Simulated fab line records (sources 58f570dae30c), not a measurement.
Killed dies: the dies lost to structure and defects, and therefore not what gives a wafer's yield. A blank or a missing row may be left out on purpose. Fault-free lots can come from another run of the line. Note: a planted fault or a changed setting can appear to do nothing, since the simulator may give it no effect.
fab line records + flow berkeley_cmos170
record
- lots=14
- wafers=42
- last_day=13
route steps=331 shown NSD@195
lots with no fault: from the same line, run without faults
start_h: hours from the record's opening day to when the first of the lot's shown wafers began + wait_h: hours since the lot's step before + " repeats the value in the row above + L1.1+2: several wafers, shown together as one row + - no value, or no start given + * or withheld: withheld + < > ~ a bound
route shown NAME@n: a module of which the file shows steps, and the number in the route of the first + usual: mean and standard deviation over wafers with no fault + same: alike in all rows + chamber/n: place in a boat + sites: each site's reading + _std_site: how widely they spread, as a standard deviation + _edge_site: the outer-site mean with the inner-site mean subtracted + radius_mm: how far each site lies from the wafer's centre + mask NAME#n: copy n + behind: the last tool/chamber to shape the wafer + hold: why the lot was held/for how many hours/how that ended + device: the transistor (n, p or np) that didn't switch + end of line: the tests these same wafers got at the end of their route + step lacking rows: just its recipe + killed: dies lost to structure and defects at the first sort, not the wafer's yield + map: dies across one wafer; x = killed, . = not, _ = none there
set.NAME: the setting as run; set.NAME@STEP: as run at that earlier step + model.NAME: the simulator's own value behind a step, which no gauge read
the route's steps for a sample of lots (tables are steps, rows are wafers)
services: when a tool's chamber went out of use (start_h, in hours from the record's first day, below 0 if earlier), for how many hours, and the reason
## steps
# step UCB170_NSD_IMPLANT_08
# recipe
- species=P
- dose_cm2=3e+15
- energy_kev=40
- tilt_deg=7
# usual
- beam_on_s=9.98/0.2
- dose_ions_cm2=3e+15/3.3e+12
- end_station_pressure_torr=1.25e-05/6.7e-07
- faraday_current_uA=9275/180
| lot.wafer | tool         | chamber | start_h | wait_h | beam_on_s | dose_ions_cm2 | end_station_pressure_torr | faraday_current_uA |
|-----------|--------------|---------|---------|--------|-----------|---------------|---------------------------|--------------------|
| L162.1    | implanter-02 | 0       | 171.47  | 0.0    | 10.05     | 2.997e+15     | 1.15e-05                  | 9173               |
| L162.2    | "            | 0       | "       | "      | 10.04     | 2.997e+15     | 1.24e-05                  | 9185               |
| L162.4    | "            | 0       | "       | "      | 9.91      | 3.002e+15     | 1.34e-05                  | 9317               |
| L163.1    | implanter-04 | 0       | 171.85  | 0.0    | 10.09     | 3.004e+15     | 1.26e-05                  | 9190               |
| L163.3    | "            | 0       | "       | "      | 10.28     | 3.002e+15     | 1.27e-05                  | 9007               |
| L163.5    | "            | 0       | "       | "      | 9.90      | 3e+15         | 1.27e-05                  | 9332               |
| L165.1    | implanter-04 | 0       | 177.77  | 0.0    | 10.10     | 2.991e+15     | 1.17e-05                  | 9169               |
| L165.3    | "            | 0       | "       | "      | 9.70      | 2.994e+15     | 1.26e-05                  | 9488               |
| L165.5    | "            | 0       | "       | "      | 9.69      | 2.998e+15     | 1.24e-05                  | 9544               |
| L167.1    | implanter-02 | 0       | 197.04  | 0.0    | 10.24     | 2.999e+15     | 1.26e-05                  | 9049               |
| L167.4    | "            | 0       | "       | "      | 9.91      | 3.004e+15     | 1.27e-05                  | 9356               |
| L167.6    | "            | 0       | "       | "      | 10.02     | 3.003e+15     | 1.26e-05                  | 9255               |
| L169.1    | implanter-04 | 0       | 197.59  | 0.0    | 10.12     | 3.006e+15     | 1.18e-05                  | 9133               |
| L169.4    | "            | 0       | "       | "      | 9.78      | 3.003e+15     | 1.18e-05                  | 9432               |
| L169.6    | "            | 0       | "       | "      | 10.23     | 3.001e+15     | 1.36e-05                  | 9050               |
| L168.4    | implanter-02 | 0       | 198.08  | 0.1    | 9.66      | 3.001e+15     | 1.29e-05                  | 9580               |
| L168.5    | "            | 0       | "       | "      | 10.02     | 3.001e+15     | 1.37e-05                  | 9280               |
| L168.6    | "            | 0       | "       | "      | 10.29     | 3.003e+15     | 1.25e-05                  | 8996               |
| L170.1    | implanter-02 | 0       | 219.00  | 0.0    | 10.11     | 2.999e+15     | 1.22e-05                  | 9183               |
| L170.2    | "            | 0       | "       | "      | 10.05     | 3.001e+15     | 1.34e-05                  | 9169               |
| L170.3    | "            | 0       | "       | "      | 10.30     | 2.996e+15     | 1.31e-05                  | 9002               |
| L171.3    | implanter-04 | 0       | 219.02  | 0.1    | 10.07     | 3.002e+15     | 1.25e-05                  | 9205               |
| L171.5    | "            | 0       | "       | "      | 9.96      | 2.995e+15     | 1.41e-05                  | 9297               |
| L171.6    | "            | 0       | "       | "      | 9.84      | 2.995e+15     | 1.27e-05                  | 9387               |
| L173.3    | implanter-04 | 0       | 237.18  | 0.1    | 10.06     | 6e+14         | 7.2e-06                   | 1869               |
| L173.4    | "            | 0       | "       | "      | 9.79      | 5.98e+14      | 6.6e-06                   | 1922               |
| L173.6    | "            | 0       | "       | "      | 9.76      | 5.97e+14      | 6.7e-06                   | 1930               |
| L174.3    | implanter-04 | 0       | 237.46  | 0.1    | 9.92      | 6.01e+14      | 6e-06                     | 1892               |
| L174.4    | "            | 0       | "       | "      | 9.84      | 5.97e+14      | 5.9e-06                   | 1916               |
| L174.6    | "            | 0       | "       | "      | 9.88      | 5.99e+14      | 6.2e-06                   | 1910               |
| L181.1    | implanter-03 | 0       | 272.77  | 0.0    | 9.69      | 3.006e+15     | 1.21e-05                  | 9569               |
| L181.2    | "            | 0       | "       | "      | 9.83      | 3.001e+15     | 1.39e-05                  | 9355               |
| L181.3    | "            | 0       | "       | "      | 10.10     | 3.006e+15     | 1.25e-05                  | 9142               |
| L182.1    | implanter-03 | 0       | 274.05  | 0.0    | 10.21     | 2.998e+15     | 1.27e-05                  | 9113               |
| L182.4    | "            | 0       | "       | "      | 10.00     | 2.999e+15     | 1.25e-05                  | 9229               |
| L182.5    | "            | 0       | "       | "      | 10.08     | 3e+15         | 1.33e-05                  | 9236               |
| L183.1    | implanter-02 | 0       | 274.46  | 0.0    | 9.84      | 3.002e+15     | 1.16e-05                  | 9400               |
| L183.2    | "            | 0       | "       | "      | 9.96      | 3.001e+15     | 1.33e-05                  | 9298               |
| L183.5    | "            | 0       | "       | "      | 9.88      | 2.998e+15     | 1.25e-05                  | 9366               |
| L185.1    | implanter-02 | 0       | 285.11  | 0.0    | 9.88      | 2.998e+15     | 1.26e-05                  | 9344               |
| L185.3    | "            | 0       | "       | "      | 9.91      | 3e+15         | 1.26e-05                  | 9352               |
| L185.5    | "            | 0       | "       | "      | 10.14     | 3.003e+15     | 1.31e-05                  | 9193               |
# step UCB170_NSD_STRIP_09
# recipe
- chemistry=O2
- power_w=400
- pressure_mtorr=3500
- platen_temp_c=withheld
- o2_flow_sccm=400
- overash_fraction=0.5
# usual
- drypump_motor_current_A=6.0/0.55
- oes_product_au=0.534/0.0044
- strip_time_to_endpoint_s=35.81/0.085
| lot.wafer | tool            | chamber | start_h | wait_h | drypump_motor_current_A | oes_product_au | rf_hours_counter_h | strip_time_to_endpoint_s |
|-----------|-----------------|---------|---------|--------|-------------------------|----------------|--------------------|--------------------------|
| L162.1    | plasma_asher-03 | 1       | 171.62  | 0.1    | 5.7                     | 0.538          | 37                 | 35.66                    |
| L162.2    | "               | 0       | "       | "      | 6.7                     | 0.536          | 37                 | 35.63                    |
| L162.4    | "               | 1       | "       | "      | 5.7                     | 0.535          | -                  | 35.66                    |
| L163.1    | plasma_asher-02 | 1       | 172.00  | 0.1    | 6.4                     | 0.534          | 44                 | 35.81                    |
| L163.3    | "               | 1       | "       | "      | 6.4                     | 0.539          | -                  | 35.81                    |
| L163.5    | "               | 0       | "       | "      | 5.1                     | 0.533          | -                  | 35.83                    |
| L165.1    | plasma_asher-03 | 1       | 177.92  | 0.1    | 5.7                     | 0.533          | 38                 | 35.91                    |
| L165.3    | "               | 1       | "       | "      | 5.7                     | 0.544          | -                  | 35.88                    |
| L165.5    | "               | 0       | "       | "      | 6.6                     | 0.534          | -                  | 35.90                    |
| L167.1    | plasma_asher-03 | 0       | 197.19  | 0.1    | 6.7                     | 0.540          | 40                 | 35.80                    |
| L167.4    | "               | 1       | "       | "      | 5.7                     | 0.544          | -                  | 35.79                    |
| L167.6    | "               | 1       | "       | "      | 5.7                     | 0.534          | -                  | 35.74                    |
| L169.1    | plasma_asher-01 | 0       | 197.74  | 0.1    | 5.7                     | 0.534          | 47                 | 35.84                    |
| L169.4    | "               | 0       | "       | "      | 5.8                     | 0.529          | -                  | 35.75                    |
| L169.6    | "               | 1       | "       | "      | 6.2                     | 0.540          | -                  | 35.81                    |
| L168.4    | plasma_asher-03 | 0       | 198.19  | 0.1    | 6.6                     | 0.525          | -                  | 35.79                    |
| L168.5    | "               | 0       | "       | "      | 6.7                     | 0.538          | -                  | 35.84                    |
| L168.6    | "               | 1       | "       | "      | 5.7                     | 0.530          | -                  | 35.84                    |
| L171.3    | plasma_asher-02 | 1       | 219.15  | 0.1    | 6.4                     | 0.541          | -                  | 35.83                    |
| L171.5    | "               | 1       | "       | "      | 6.4                     | 0.534          | -                  | 35.81                    |
| L171.6    | "               | 0       | "       | "      | 5.1                     | 0.534          | -                  | 35.73                    |
| L170.1    | plasma_asher-03 | 1       | 219.15  | 0.1    | 5.7                     | 0.527          | 41                 | 35.74                    |
| L170.2    | "               | 0       | "       | "      | 6.7                     | 0.535          | 41                 | 35.76                    |
| L170.3    | "               | 1       | "       | "      | 5.7                     | 0.537          | -                  | 35.83                    |
| L173.3    | plasma_asher-03 | 0       | 237.32  | 0.1    | 6.6                     | 0.698          | -                  | 23.23                    |
| L173.4    | "               | 1       | "       | "      | 5.7                     | 0.698          | -                  | 23.31                    |
| L173.6    | "               | 1       | "       | "      | 5.7                     | 0.690          | -                  | 23.34                    |
| L174.3    | plasma_asher-03 | 0       | 237.59  | 0.1    | 6.7                     | 0.700          | -                  | 23.14                    |
| L174.4    | "               | 1       | "       | "      | 5.7                     | 0.702          | -                  | 23.08                    |
| L174.6    | "               | 0       | "       | "      | 6.6                     | 0.699          | -                  | 23.13                    |
| L181.1    | plasma_asher-03 | 1       | 272.92  | 0.1    | 5.7                     | 0.532          | 47                 | 35.86                    |
| L181.2    | "               | 0       | "       | "      | 6.6                     | 0.535          | 47                 | 35.77                    |
| L181.3    | "               | 0       | "       | "      | 6.6                     | 0.532          | -                  | 35.76                    |
| L182.1    | plasma_asher-02 | 1       | 274.20  | 0.1    | 6.4                     | 0.531          | 55                 | 35.72                    |
| L182.4    | "               | 1       | "       | "      | 6.4                     | 0.537          | -                  | 35.81                    |
| L182.5    | "               | 0       | "       | "      | 5.1                     | 0.530          | -                  | 35.80                    |
| L183.1    | plasma_asher-02 | 0       | 274.61  | 0.1    | 5.1                     | 0.534          | 55                 | 35.77                    |
| L183.2    | "               | 1       | "       | "      | 6.4                     | 0.541          | 55                 | 35.71                    |
| L183.5    | "               | 1       | "       | "      | 6.4                     | 0.531          | -                  | 35.78                    |
| L185.1    | plasma_asher-03 | 0       | 285.26  | 0.1    | 6.7                     | 0.538          | 48                 | 35.74                    |
| L185.3    | "               | 0       | "       | "      | 6.6                     | 0.529          | -                  | 35.69                    |
| L185.5    | "               | 1       | "       | "      | 5.7                     | 0.529          | -                  | 35.78                    |
# step UCB170_NSD_TW_MEAS_10
# usual
- NSD_TW=4141/28
| lot.wafer | tool          | chamber | start_h | wait_h | NSD_TW |
|-----------|---------------|---------|---------|--------|--------|
| L162.1    | film_metro-01 | -       | 171.72  | 0.1    | 4156   |
| L162.2    | "             | -       | "       | "      | 4165   |
| L162.4    | "             | -       | "       | "      | 4168   |
| L163.1    | film_metro-03 | -       | 172.10  | 0.1    | 4088   |
| L163.3    | "             | -       | "       | "      | 4100   |
| L163.5    | "             | -       | "       | "      | 4094   |
| L165.1    | film_metro-02 | -       | 178.02  | 0.1    | 4158   |
| L165.3    | "             | -       | "       | "      | 4144   |
| L165.5    | "             | -       | "       | "      | 4165   |
| L167.1    | film_metro-01 | -       | 197.29  | 0.1    | 4170   |
| L167.4    | "             | -       | "       | "      | 4138   |
| L167.6    | "             | -       | "       | "      | 4147   |
| L169.1    | film_metro-02 | -       | 197.84  | 0.1    | 4165   |
| L169.4    | "             | -       | "       | "      | 4163   |
| L169.6    | "             | -       | "       | "      | 4179   |
| L168.4    | film_metro-02 | -       | 198.29  | 0.1    | 4175   |
| L168.5    | "             | -       | "       | "      | 4186   |
| L168.6    | "             | -       | "       | "      | 4167   |
| L171.3    | film_metro-01 | -       | 219.24  | 0.1    | 4171   |
| L171.5    | "             | -       | "       | "      | 4146   |
| L171.6    | "             | -       | "       | "      | 4139   |
| L170.1    | film_metro-02 | -       | 219.25  | 0.1    | 4147   |
| L170.2    | "             | -       | "       | "      | 4163   |
| L170.3    | "             | -       | "       | "      | 4137   |
| L173.3    | film_metro-03 | -       | 237.40  | 0.1    | 3109   |
| L173.4    | "             | -       | "       | "      | 3120   |
| L173.6    | "             | -       | "       | "      | 3118   |
| L174.3    | film_metro-02 | -       | 237.68  | 0.1    | 3109   |
| L174.4    | "             | -       | "       | "      | 3131   |
| L174.6    | "             | -       | "       | "      | 3117   |
| L181.1    | film_metro-03 | -       | 273.02  | 0.1    | 4097   |
| L181.2    | "             | -       | "       | "      | 4105   |
| L181.3    | "             | -       | "       | "      | 4112   |
| L182.1    | film_metro-03 | -       | 274.30  | 0.1    | 4103   |
| L182.4    | "             | -       | "       | "      | 4106   |
| L182.5    | "             | -       | "       | "      | 4102   |
| L183.1    | film_metro-01 | -       | 274.71  | 0.1    | 4141   |
| L183.2    | "             | -       | "       | "      | 4165   |
| L183.5    | "             | -       | "       | "      | 4173   |
| L185.1    | film_metro-02 | -       | 285.36  | 0.1    | 4135   |
| L185.3    | "             | -       | "       | "      | 4142   |
| L185.5    | "             | -       | "       | "      | 4158   |
# step UCB170_SDANNEAL_RS_MEAS_03
# recipe
- thk_meas_gauge=four-point-probe
# usual
- NSD_RS=37.22/0.099
| lot.wafer | tool          | chamber | start_h | wait_h | NSD_RS[ohm/sq] |
|-----------|---------------|---------|---------|--------|----------------|
| L162.1    | film_metro-02 | -       | 172.96  | 0.1    | 37.46          |
| L162.2    | "             | -       | "       | "      | 37.39          |
| L162.4    | "             | -       | "       | "      | 37.39          |
| L163.1    | film_metro-01 | -       | 173.41  | 0.1    | 37.08          |
| L163.3    | "             | -       | "       | "      | 37.17          |
| L163.5    | "             | -       | "       | "      | 37.13          |
| L165.1    | film_metro-01 | -       | 179.35  | 0.1    | 37.22          |
| L165.3    | "             | -       | "       | "      | 37.27          |
| L165.5    | "             | -       | "       | "      | 37.24          |
| L167.1    | film_metro-01 | -       | 199.41  | 0.1    | 37.22          |
| L167.4    | "             | -       | "       | "      | 37.28          |
| L167.6    | "             | -       | "       | "      | 37.17          |
| L169.1    | film_metro-03 | -       | 199.98  | 0.1    | 37.31          |
| L169.4    | "             | -       | "       | "      | 37.28          |
| L169.6    | "             | -       | "       | "      | 37.35          |
| L168.4    | film_metro-03 | -       | 200.58  | 0.1    | 37.19          |
| L168.5    | "             | -       | "       | "      | 37.13          |
| L168.6    | "             | -       | "       | "      | 37.16          |
| L170.1    | film_metro-03 | -       | 220.59  | 0.1    | 37.17          |
| L170.2    | "             | -       | "       | "      | 37.20          |
| L170.3    | "             | -       | "       | "      | 37.17          |
| L171.3    | film_metro-02 | -       | 220.63  | 0.1    | 37.29          |
| L171.5    | "             | -       | "       | "      | 37.21          |
| L171.6    | "             | -       | "       | "      | 37.20          |
| L173.3    | film_metro-03 | -       | 238.67  | 0.1    | 117.26         |
| L173.4    | "             | -       | "       | "      | 116.63         |
| L173.6    | "             | -       | "       | "      | 116.60         |
| L174.3    | film_metro-01 | -       | 239.19  | 0.1    | 118.82         |
| L174.4    | "             | -       | "       | "      | 119.04         |
| L174.6    | "             | -       | "       | "      | 118.76         |
| L181.1    | film_metro-03 | -       | 274.73  | 0.1    | 37.25          |
| L181.2    | "             | -       | "       | "      | 37.31          |
| L181.3    | "             | -       | "       | "      | 37.24          |
| L182.1    | film_metro-01 | -       | 275.81  | 0.1    | 37.17          |
| L182.4    | "             | -       | "       | "      | 37.24          |
| L182.5    | "             | -       | "       | "      | 37.21          |
| L183.1    | film_metro-01 | -       | 276.50  | 0.1    | 37.03          |
| L183.2    | "             | -       | "       | "      | 37.17          |
| L183.5    | "             | -       | "       | "      | 37.20          |
| L185.1    | film_metro-01 | -       | 286.58  | 0.1    | 37.21          |
| L185.3    | "             | -       | "       | "      | 37.12          |
| L185.5    | "             | -       | "       | "      | 37.04          |
## services
| tool            | chamber | start_h | hours | kind   |
|-----------------|---------|---------|-------|--------|
| plasma_asher-03 | -       | 202.20  | 9.1   | repair |
| implanter-02    | -       | 203.10  | 0.6   | repair |
| implanter-03    | -       | 279.79  | 1.0   | repair |
## key
first_sign
- step=UCB170_NSD_IMPLANT_08
- reading=dose_ions_cm2
- direction=down
- sigmas=99+
- usual=3e+15
- struck=5.98e+14
effect
- step=UCB170_NSD_IMPLANT_08
- reading=faraday_current_uA
- direction=down
- sigmas=42
- usual=9275
- struck=1907
effect
- step=UCB170_NSD_STRIP_09
- reading=strip_time_to_endpoint_s
- direction=down
- sigmas=99+
- usual=*
- struck=*
effect
- step=UCB170_NSD_TW_MEAS_10
- reading=NSD_TW
- direction=down
- sigmas=36
- usual=4141
- struck=3117
effect
- step=UCB170_SDANNEAL_RS_MEAS_03
- reading=NSD_RS
- direction=up
- sigmas=99+
- usual=37.22
- struck=117.85
met_at UCB170_NSD_IMPLANT_08
struck_lots L173,L174
tester_left_out L173,L174
onset_between 219.02 237.18
fault
- kind=process_parameter_drift
- tool=implanter-04
- chamber=-
- onset_h=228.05
- steps=UCB170_NSD_IMPLANT_08
- channel=dose_cm2
- offset=-2.4e+15
- shape=step
- end_h=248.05
- acts_in=these_recipes_only
- stated=3e+15
# tester_left_out: of these lots the tester's yield and bins aren't shown, on N5 and GAA mostly nor the transistor test; their killed dies are dies lost to structure and defects alone, not to doping, threshold or leakage, so they don't give the yield
